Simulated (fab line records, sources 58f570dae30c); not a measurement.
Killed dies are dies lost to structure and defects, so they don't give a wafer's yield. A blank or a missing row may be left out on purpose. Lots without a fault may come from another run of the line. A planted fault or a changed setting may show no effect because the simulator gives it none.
Chamber matching | flow berkeley_cmos170 | UCB170_ZERO_ETCH_06 on rie_diel-04: 4 sister chambers
The step etches SiO2 in CHF3/CF4/Ar, time 12 s. 4 wafers are shown with their chamber, then 8 later ones without.

WAFERS WITH THEIR CHAMBER
wafer  | chamber | throttle_valve_pct (%)
L961.1 | 0       | 9.38
L961.2 | 3       | 9.11
L961.3 | 1       | 9.17
L972.3 | 2       | 9.01

WAFERS WITHOUT THEIR CHAMBER
wafer  | throttle_valve_pct (%)
L972.4 | 9.12
L972.5 | 9.40
L977.2 | 9.39
L977.4 | 9.03
L977.6 | 9.17
L978.1 | 9.19
L978.3 | 9.01
L978.4 | 9.02

WHICH CHAMBER EACH WENT THROUGH
wafer  | from the rows above | in truth
L972.4 | 3                   | 3
L972.5 | 0                   | 0
L977.2 | 0                   | 0
L977.4 | 2                   | 2
L977.6 | 1                   | 1
L978.1 | 1                   | 1
L978.3 | 2                   | 2
L978.4 | 2                   | 2
Placed correctly: 8 of 8. Can't be placed from these rows: 0. Placed wrongly: 0.
How it was worked out, from the rows above alone: a wafer's distance from a chamber is the root of the sum, over the readings, of the square of ((its reading less the chamber's mean) divided by the reading's scatter). The wafer belongs to the nearest chamber; if the next one is less than 2 further off, it can't be placed. A chamber's mean is the mean of its shown wafers. The scatter: with one shown wafer a chamber, the root of the mean of the squares of how far each hidden wafer lies from its nearest shown one.
